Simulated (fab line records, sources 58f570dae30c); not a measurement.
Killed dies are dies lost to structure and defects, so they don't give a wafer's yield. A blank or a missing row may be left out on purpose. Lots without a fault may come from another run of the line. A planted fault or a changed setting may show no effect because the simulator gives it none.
Which tool did it? | flow berkeley_cmos170 | 7 lots, 21 wafers sampled, at 1 step of a route of 331

WHAT THE GAUGES READ, wafer by wafer
UCB170_CONTACT_CD_MEAS_90: target cd 700 nm.
lot  | measured     | on        | cd_nm (nm)
L873 | day 8 12:15  | cd_sem-01 | 697.4 699.7 698.5
L879 | day 9 13:31  | cd_sem-01 | 696.8 699.6 697.7
L891 | day 11 17:48 | cd_sem-01 | 698.6 699.1 701.6
L890 | day 11 19:04 | cd_sem-01 | 699.1 699.2 698.5
L892 | day 12 12:17 | cd_sem-01 | 695.8 698.3 699.5
L896 | day 12 22:13 | cd_sem-01 | 698.5 698.8 698.3
L894 | day 13 06:33 | cd_sem-01 | 699.9 697.1 697.2

WHICH TOOL RAN EACH LOT (tool, then ch and the chambers of the sampled wafers, then the start)
The record holds no process step before these readings.

THE ANSWER, worked out from the rows above alone
Rule: what is usual is taken from the lots themselves. Put in order of their means at a reading, lots are off if they are a third of the lots or fewer, leave a main group of 4 or more, and stand apart from it by a gap of 3 or more times the standard deviation of the main group's means; of several such gaps the widest counts. A main group whose means are all the same, to the digits that the tables above print for the reading, isn't used. A lot without any number at a reading at which 4 lots or more have one is off too. The other lots that the step has rows for count as sound.
No lot is off at any reading shown: from this, nothing can be told.

WHAT THE SIMULATOR HAD PUT IN
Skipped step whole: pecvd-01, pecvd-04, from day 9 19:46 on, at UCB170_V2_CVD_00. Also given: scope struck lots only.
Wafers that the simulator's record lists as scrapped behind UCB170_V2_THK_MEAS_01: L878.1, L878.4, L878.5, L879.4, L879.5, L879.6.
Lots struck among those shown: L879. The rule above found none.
